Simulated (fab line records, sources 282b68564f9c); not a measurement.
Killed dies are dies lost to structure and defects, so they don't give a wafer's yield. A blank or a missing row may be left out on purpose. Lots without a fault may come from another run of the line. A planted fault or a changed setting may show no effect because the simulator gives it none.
Which tool did it? | flow rit_cmos | 7 lots, 21 wafers sampled, at 2 steps of a route of 202

WHAT THE GAUGES READ, wafer by wafer
RIT_NWELL_OVL_MEAS_06.
lot  | measured    | on         | NWELL_OVL (nm)
L680 | day 2 01:19 | overlay-02 | 2.8 2.5 3.6
L682 | day 2 12:49 | overlay-01 | 0.3 -0.1 0.8
L684 | day 2 21:49 | overlay-01 | -0.3 0.4 -0.2
L688 | day 3 18:05 | overlay-02 | 1.2 0.1 1.6
L692 | day 4 15:02 | overlay-01 | -1.0 -0.8 -1.3
L696 | day 5 09:23 | overlay-01 | -299.0 -300.3 -300.9
L698 | day 5 20:18 | overlay-01 | -303.3 -300.5 -301.3

WHICH TOOL RAN EACH LOT (tool, then ch and the chambers of the sampled wafers, then the start)
lot  | RIT_NWELL_EXPOSE_03
L680 | iline_stepper-01 ch 0, day 2 00:53
L682 | iline_stepper-01 ch 0, day 2 12:23
L684 | iline_stepper-02 ch 0, day 2 21:23
L688 | iline_stepper-02 ch 0, day 3 17:40
L692 | iline_stepper-01 ch 0, day 4 14:38
L696 | iline_stepper-01 ch 0, day 5 08:56
L698 | iline_stepper-01 ch 0, day 5 19:52
- RIT_NWELL_EXPOSE_03: exposes mask M2, target cd 43900 nm.

THE ANSWER, worked out from the rows above alone
Rule: what is usual is taken from the lots themselves. Put in order of their means at a reading, lots are off if they are a third of the lots or fewer, leave a main group of 4 or more, and stand apart from it by a gap of 3 or more times the standard deviation of the main group's means; of several such gaps the widest counts. A main group whose means are all the same, to the digits that the tables above print for the reading, isn't used. A lot without any number at a reading at which 4 lots or more have one is off too. The other lots that the step has rows for count as sound.
Off: L696, L698, at RIT_NWELL_OVL_MEAS_06 (NWELL_OVL). The main group: mean 0.6 nm, standard deviation 1.3.
A tool fits if, at a process step before that reading, it ran every lot that is off, and no sound lot after the first of them. The gauges at RIT_NWELL_OVL_MEAS_06 are tried like those tools. Can't be told from this: 2 tools fit, iline_stepper-01 at RIT_NWELL_EXPOSE_03, overlay-01 at RIT_NWELL_OVL_MEAS_06.

WHAT THE SIMULATOR HAD PUT IN
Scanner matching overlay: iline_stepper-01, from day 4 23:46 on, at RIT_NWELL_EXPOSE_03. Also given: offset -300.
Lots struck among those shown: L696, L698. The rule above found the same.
